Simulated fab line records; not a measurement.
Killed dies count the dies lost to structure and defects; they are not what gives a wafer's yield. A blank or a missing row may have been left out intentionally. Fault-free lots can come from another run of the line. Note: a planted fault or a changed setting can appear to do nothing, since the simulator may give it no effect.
fab line records    flow rit-cmos
[record] lots = 5  wafers = 15  last-day = 7
route steps=202 shown CONTACT@178 M1@184
lots untouched by any fault: they come from a run of this same line in which no faults occurred
start-h: hours from the record's first day to the start of the lot's first wafer shown    wait-h: time in hours since the lot's previous step    " as in the row above    L1.1+2: a single row standing in for several wafers    - no value, or no start was given    * or withheld: withheld    < > ~ a bound
route shown NAME@n: NAME is a module with steps in the file, n the number in the route of the first one    usual: mean/standard deviation taken from wafers without a fault    same: alike in all rows    chamber/n: place in a boat    sites: the reading at each site    _std_site: standard deviation of those values    _edge_site: inner sites' mean taken away from outer sites' mean    radius-mm: how far each site lies from the wafer's centre    mask NAME#n: copy n    behind: tool/chamber where the wafer was last shaped    hold: cause of the lot's hold/its duration in hours/its outcome    device: whichever transistor did not switch (one of n, p or np)    end of line: at the end of the route, the tests of the same wafers    a step given without rows: its recipe and nothing more    killed: dies lost to structure and defects at the first sort, not the wafer's yield    map: shows each die of a wafer: x if killed, . if not, _ if none is there
set.NAME: setting as actually run; set.NAME@STEP: the setting as run at that earlier step    model.NAME: the simulator's own value behind a step, which no gauge read
certain route steps with their lots: each step a table, each wafer a row
services: a tool's chamber out of use, with start hour (start-h, from the record's first day; less than 0 if before it), hours out, and reason
[[steps]]
[step RIT_CONTACT_HARDBAKE_10]
[recipe] resist = NOVOLAK  temp-c = 140  time-s = 60
[step RIT_CONTACT_ETCH_11]
[recipe] target-depth-a = 4800  over-etch-frac = 0.2  stop-on = TiSi2  chemistry = CHF3/CF4/Ar  target = SiO2  CHF3_flow_sccm = 50  cf4-flow-sccm = 10  Ar_flow_sccm = 100  O2_flow_sccm = 5  pressure-mtorr = 100  rf-w = 200  time-s = 320
[usual] drypump-motor-current-A = 5.8/0.54  oes-product-au = 0.991/0.012  throttle-valve-pct = 8.92/0.087
lot.wafer  tool         chamber  start-h  wait-h  drypump-motor-current-A  oes-product-au  rf-hours-counter-h  throttle-valve-pct
L787.2     rie-diel-02  1        56.97    0.1     6.1                      0.978           123                 8.93
L787.4     "            0        "        "       6.6                      0.971           -                   8.90
L787.5     "            2        "        "       5.7                      0.984           -                   8.78
L788.2     rie-diel-03  3        62.61    0.1     5.4                      0.989           154                 8.94
L788.4     "            1        "        "       5.7                      1.001           22                  8.82
L788.6     "            2        "        "       6.6                      0.979           -                   9.06
L794.4     rie-diel-03  0        99.71    0.1     4.8                      1.008           14                  8.92
L794.5     "            2        "        "       6.5                      0.991           -                   9.06
L794.6     "            3        "        "       5.4                      0.989           -                   8.92
L795.1     rie-diel-02  0        102.33   0.1     6.6                      0.964           151                 8.88
L795.3     "            3        "        "       5.8                      1.004           64                  9.03
L795.6     "            1        "        "       6.1                      0.984           -                   8.94
L809.2     rie-diel-03  3        163.93   0.1     5.5                      0.997           1                   8.92
L809.4     "            2        "        "       6.6                      0.976           135                 9.06
L809.5     "            0        "        "       4.8                      0.998           -                   8.90
[step RIT_CONTACT_STRIP_12]
[recipe] chemistry = O2  time-s = 180  resist = NOVOLAK  platen-temp-c = withheld  power-w = 500  pressure-mtorr = 4000  o2-flow-sccm = 4000
[usual] drypump-motor-current-A = 5.75/0.071
lot.wafer  tool             chamber  start-h  wait-h  drypump-motor-current-A  rf-hours-counter-h
L787.2     plasma-asher-02  1        57.16    0.1     5.87                     41
L787.4     "                0        "        "       5.68                     -
L787.5     "                0        "        "       5.67                     -
L788.2     plasma-asher-02  1        62.80    0.1     5.89                     42
L788.4     "                0        "        "       5.71                     -
L788.6     "                0        "        "       5.70                     -
L794.4     plasma-asher-01  0        99.96    0.2     5.79                     -
L794.5     "                0        "        "       5.81                     -
L794.6     "                1        "        "       5.77                     -
L795.1     plasma-asher-01  0        102.52   0.1     5.81                     46
L795.3     "                0        "        "       5.81                     -
L795.6     "                0        "        "       5.82                     -
L809.2     plasma-asher-01  1        164.13   0.1     5.79                     53
L809.4     "                0        "        "       5.82                     -
L809.5     "                0        "        "       5.80                     -
[step RIT_CONTACT_CD_MEAS_90]
[recipe] target-cd-nm = 1000
[usual] cd-nm = 1000.8/2.3
lot.wafer  tool       chamber  start-h  wait-h  cd-nm
L787.2     cd-sem-01  -        57.36    0.1     1000.2
L787.4     "          -        "        "       999.1
L787.5     "          -        "        "       1000.2
L788.2     cd-sem-01  -        63.00    0.1     1000.1
L788.4     "          -        "        "       999.4
L788.6     "          -        "        "       999.5
L794.4     cd-sem-02  -        100.14   0.1     1000.6
L794.5     "          -        "        "       1001.2
L794.6     "          -        "        "       1001.0
L795.1     cd-sem-02  -        102.70   0.1     998.1
L795.3     "          -        "        "       997.5
L795.6     "          -        "        "       998.5
L809.2     cd-sem-02  -        164.32   0.1     1001.9
L809.4     "          -        "        "       1001.9
L809.5     "          -        "        "       1002.3
[step RIT_CONTACT_CLEAN_13]
[recipe] chemistry = SC1  mix = 3:3:50  time-s = 600  temp-c = 75
[step RIT_CONTACT_CLEAN_14]
[recipe] chemistry = SC2  mix = 3:3:50  time-s = 600  temp-c = 75  dry = n2-spin
[step RIT_M1_SPUTTER_00]
[recipe] material = Al  target-thk-nm = 400  power-w = 2000  chamber-pressure-pa = 0.4  gas = Ar  time-s = 500  substrate-temp-c = 25
[usual] throttle-valve-pct = 30.4/1
lot.wafer  tool            chamber  start-h  wait-h  throttle-valve-pct
L787.2     pvd-sputter-02  -        58.00    0.0     29.3
L787.4     "               -        "        "       30.0
L787.5     "               -        "        "       29.2
L788.2     pvd-sputter-01  -        63.80    0.0     30.2
L788.4     "               -        "        "       29.5
L788.6     "               -        "        "       30.6
L794.4     pvd-sputter-02  -        100.58   0.0     30.6
L794.5     "               -        "        "       29.1
L794.6     "               -        "        "       29.4
L795.1     pvd-sputter-01  -        103.17   0.0     30.8
L795.3     "               -        "        "       32.4
L795.6     "               -        "        "       30.8
L809.2     pvd-sputter-02  -        164.77   0.0     29.0
L809.4     "               -        "        "       30.9
L809.5     "               -        "        "       29.3
[step RIT_M1_RS_MEAS_01]
[recipe] thk-meas-gauge = four-point-probe  reads = Al_of_M1_SPUTTER_00
[usual] M1_AL_RS = 0.0735/0.00068
lot.wafer  tool           chamber  start-h  wait-h  M1_AL_RS[ohm/sq]
L787.2     film-metro-03  -        58.31    0.2     0.0744
L787.4     "              -        "        "       0.0739
L787.5     "              -        "        "       0.0744
L788.2     film-metro-02  -        64.11    0.2     0.0729
L788.4     "              -        "        "       0.0732
L788.6     "              -        "        "       0.0724
L794.4     film-metro-03  -        100.93   0.2     0.0737
L794.5     "              -        "        "       0.0747
L794.6     "              -        "        "       0.0736
L795.1     film-metro-03  -        103.46   0.1     0.0737
L795.3     "              -        "        "       0.0734
L795.6     "              -        "        "       0.0737
L809.2     film-metro-04  -        165.08   0.2     0.0752
L809.4     "              -        "        "       0.0751
L809.5     "              -        "        "       0.0744
[step RIT_M1_THK_MEAS_02]
[recipe] thk-meas-gauge = xrf  reads = Al_of_M1_SPUTTER_00
[usual] M1_AL_THK = 398/4.3
lot.wafer  tool           chamber  start-h  wait-h  M1_AL_THK[nm]
L787.2     film-metro-03  -        58.42    0.1     393
L787.4     "              -        "        "       395
L787.5     "              -        "        "       390
L788.2     film-metro-02  -        64.22    0.1     403
L788.4     "              -        "        "       401
L788.6     "              -        "        "       403
L794.4     film-metro-03  -        101.02   0.1     397
L794.5     "              -        "        "       396
L794.6     "              -        "        "       398
L795.1     film-metro-03  -        103.58   0.1     398
L795.3     "              -        "        "       398
L795.6     "              -        "        "       400
L809.2     film-metro-04  -        165.19   0.1     387
L809.4     "              -        "        "       392
L809.5     "              -        "        "       392
[step RIT_M1_HMDS_03]
[recipe] prime-time-s = 60  prime-temp-c = 140
[step RIT_M1_COAT_04]
[recipe] resist = NOVOLAK  spin-rpm = 2000  resist-thk-nm = 1300
[step RIT_M1_SOFTBAKE_05]
[recipe] resist = NOVOLAK  temp-c = 90  time-s = 60
[step RIT_M1_EXPOSE_06]
[recipe] mask-id = M12  na = 0.6  source-shape = conventional  sigma-outer = 0.5  target-cd-nm = 2600  dose-mj = 250
[same] sigma-outer = 0.5
lot.wafer   tool              chamber  start-h  wait-h  mask
L787.2+4+5  iline-stepper-02  0        58.94    0.1     M12#0
L788.2+4+6  iline-stepper-02  0        64.74    0.1     M12#0
L794.4+5+6  iline-stepper-02  0        101.74   0.2     M12_R1#0
L795.1+3+6  iline-stepper-01  0        104.22   0.2     M12#0
L809.2+4+5  iline-stepper-02  0        165.71   0.1     M12#0
[step RIT_M1_PEB_07]
[recipe] resist = NOVOLAK  temp-c = withheld  time-s = withheld
[step RIT_M1_DEVELOP_08]
[recipe] resist = NOVOLAK  develop-time-s = 68  dev-temp-c = 23
[step RIT_M1_CD_MEAS_09]
[recipe] target-cd-nm = 2600
[usual] cd-nm = 2600.5/2.1
lot.wafer  tool       chamber  start-h  wait-h  hold                      cd-nm
L787.2     cd-sem-01  -        59.37    -       -                         2598.3
L787.4     "          -        "        "       -                         2601.0
L787.5     "          -        "        "       -                         2601.4
L788.2     cd-sem-01  -        65.17    -       -                         2602.4
L788.4     "          -        "        "       -                         2601.5
L788.6     "          -        "        "       -                         2601.8
L794.4     cd-sem-02  -        102.17   -       await-dispo/0.2h/release  2753.2
L794.5     "          -        "        "       await-dispo/0.2h/release  2752.9
L794.6     "          -        "        "       await-dispo/0.2h/release  2754.3
L794.4     cd-sem-02  -        102.45   0.3     -                         2752.9
L794.5     "          -        "        "       -                         2752.8
L794.6     "          -        "        "       -                         2754.0
L795.1     cd-sem-02  -        104.65   -       -                         2602.3
L795.3     "          -        "        "       -                         2601.4
L795.6     "          -        "        "       -                         2602.6
L809.2     cd-sem-02  -        166.14   -       -                         2600.8
L809.4     "          -        "        "       -                         2601.5
L809.5     "          -        "        "       -                         2601.4
[step RIT_M1_PROBE_99]
[usual] defect-limited-yield = 97.4/1.2  killed-at-contacts = 0.1/0.36  killed-at-front-end = 7/3.1  killed-dies = 7/3.1  killed-open = 3.6/2.1  killed-short = 3.2/1.9  sort_bin_3_pad_short = 0.1/0.23  sort_bin_5_function = 1.4/0.77  sort_bin_6_memory = 1.0/0.68  sort-n-pass = 257/3.1  sort-yield-pct = 97.4/1.2
[same] gross-dies = 264  killed_at_M0_to_M3 = 0  killed_at_M4_up = 0  killed-at-back-side = 0  killed-at-other = 0
lot.wafer  tool       chamber  start-h  wait-h  defect-limited-yield[%]  killed-at-contacts  killed-at-front-end  killed-dies  killed-open  killed-short  sort_bin_3_pad_short[%]  sort_bin_5_function[%]  sort_bin_6_memory[%]  sort-n-pass  sort-yield-pct[%]
L787.2     prober-01  -        62.23    0.1     99.2                     0                   2                    2            1            1             0                        0.8                     0                     262          99.2
L787.4     prober-01  -        62.33    0.2     96.2                     0                   10                   10           6            4             0                        1.5                     2.3                   254          96.2
L787.5     prober-01  -        62.38    0.2     97.0                     1                   7                    8            5            3             0                        1.9                     1.1                   256          97.0
L788.2     prober-02  -        68.20    0.1     96.2                     0                   10                   10           6            4             0                        1.5                     2.3                   254          96.2
L788.4     prober-02  -        68.30    0.2     96.6                     0                   9                    9            4            5             0.4                      2.7                     0.4                   255          96.6
L788.6     prober-02  -        68.40    0.2     98.5                     0                   4                    4            1            3             0                        0.8                     0.8                   260          98.5
L795.1     prober-01  -        107.44   0.1     97.7                     0                   6                    6            6            0             0                        1.5                     0.8                   258          97.7
L795.3     prober-01  -        107.54   0.2     99.6                     0                   1                    1            0            1             0                        0                       0.4                   263          99.6
L795.6     prober-01  -        107.69   0.2     98.5                     0                   4                    4            2            2             0                        1.1                     0.4                   260          98.5
L809.2     prober-01  -        168.83   0.1     97.0                     0                   8                    8            3            5             0                        1.5                     1.5                   256          97.0
L809.4     prober-01  -        168.93   0.2     96.6                     0                   9                    9            6            3             0.4                      2.3                     0.8                   255          96.6
L809.5     prober-01  -        168.98   0.2     97.3                     0                   7                    7            5            2             0                        1.5                     1.1                   257          97.3
// killed by level:class
L787.2 GATE:geometric-particle:open=1 GATE:geometric-particle:short=1
L787.4 GATE:geometric-particle:open=4 GATE:geometric-particle:short=2 FOX1:geometric-particle:open=1 REOX:geometric-particle:short=1 SPACER:geometric-particle:short=1 SPACER:geometric-particle:open=1
L787.5 REOX:geometric-particle:open=2 FOX1:geometric-particle:short=1 FOX1:geometric-particle:open=1 FOX2:geometric-particle:short=1 GATE:geometric-particle:open=1 GATE:geometric-particle:short=1 CONTACT:geometric-particle:open=1
L788.2 GATE:geometric-particle:short=3 GATE:geometric-particle:open=2 ACTIVE:geometric-particle:open=1 FOX1:geometric-particle:open=1 FOX2:geometric-particle:short=1 SILICIDE:geometric-particle:open=1 STARTING-WAFER:geometric-particle:open=1
L788.4 GATE:geometric-particle:short=3 FOX1:geometric-particle:short=1 FOX1:geometric-particle:open=1 GATE:geometric-particle:open=1 REOX:geometric-particle:open=1 SILICIDE:geometric-particle:short=1 SILICIDE:geometric-particle:open=1
L788.6 GATE:geometric-particle:short=2 GATE:geometric-particle:open=1 REOX:geometric-particle:short=1
L795.1 GATE:geometric-particle:open=2 REOX:geometric-particle:open=2 FOX2:geometric-particle:open=1 SILICIDE:geometric-particle:open=1
L795.3 REOX:geometric-particle:short=1
L795.6 GATE:geometric-particle:open=2 GATE:geometric-particle:short=1 SPACER:geometric-particle:short=1
L809.2 GATE:geometric-particle:short=4 FOX1:geometric-particle:open=1 FOX2:geometric-particle:short=1 GATE:geometric-particle:open=1 REOX:geometric-particle:open=1
L809.4 GATE:geometric-particle:open=4 GATE:geometric-particle:short=3 SPACER:geometric-particle:open=1 SILICIDE:geometric-particle:open=1
L809.5 REOX:geometric-particle:open=3 GATE:geometric-particle:short=2 GATE:geometric-particle:open=2
[[services]]
tool              chamber  start-h  hours  kind
iline-stepper-02  -        39.05    1.7    pm
rie-diel-03       0        40.71    4.9    repair
rie-diel-03       2        44.34    2.8    repair
iline-stepper-02  0        44.72    -      calibration
pvd-sputter-02    -        45.01    0.5    repair
rie-diel-02       3        55.19    4.0    repair
rie-diel-03       -        56.54    2.8    pm
pvd-sputter-02    -        80.52    10.1   repair
rie-diel-03       3        82.60    8.4    repair
pvd-sputter-02    -        97.49    1.1    repair
rie-diel-02       2        97.89    -      clean
rie-diel-02       2        97.89    17.9   scheduled-down
rie-diel-02       2        97.89    17.9   vent-cycle
plasma-asher-02   -        108.75   9.0    pm
plasma-asher-02   0        108.75   9.0    vent-cycle
plasma-asher-02   1        108.75   9.0    vent-cycle
pvd-sputter-01    -        119.25   3.4    repair
rie-diel-03       3        124.29   -      clean
rie-diel-03       3        124.29   15.5   scheduled-down
rie-diel-03       3        124.29   15.5   vent-cycle
rie-diel-02       2        137.07   15.0   repair
pvd-sputter-02    -        138.76   6.1    repair
rie-diel-02       -        157.75   2.8    pm
rie-diel-02       2        161.27   6.0    repair
[[key]]
[first-sign] step = RIT_M1_EXPOSE_06  reading = mask  direction = changed
[effect] step = RIT_M1_CD_MEAS_09  reading = visit  direction = added
[effect] step = RIT_M1_CD_MEAS_09  reading = cd-nm  direction = up  sigmas = 74  usual = 2600.5  struck = 2753.5
met-at RIT_M1_EXPOSE_06
struck-wafers L794.4,L794.5,L794.6
scrapped-behind RIT_M1_CD_MEAS_09 L794.4,L794.5,L794.6
onset-between 64.74 101.74
[fault] kind = wrong-mask  tool = any  chamber = -  onset-h = 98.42  steps = RIT_M1_EXPOSE_06  aux-copy = M12_R1#0  cd-offset-nm = 150  scope = struck-lots-only
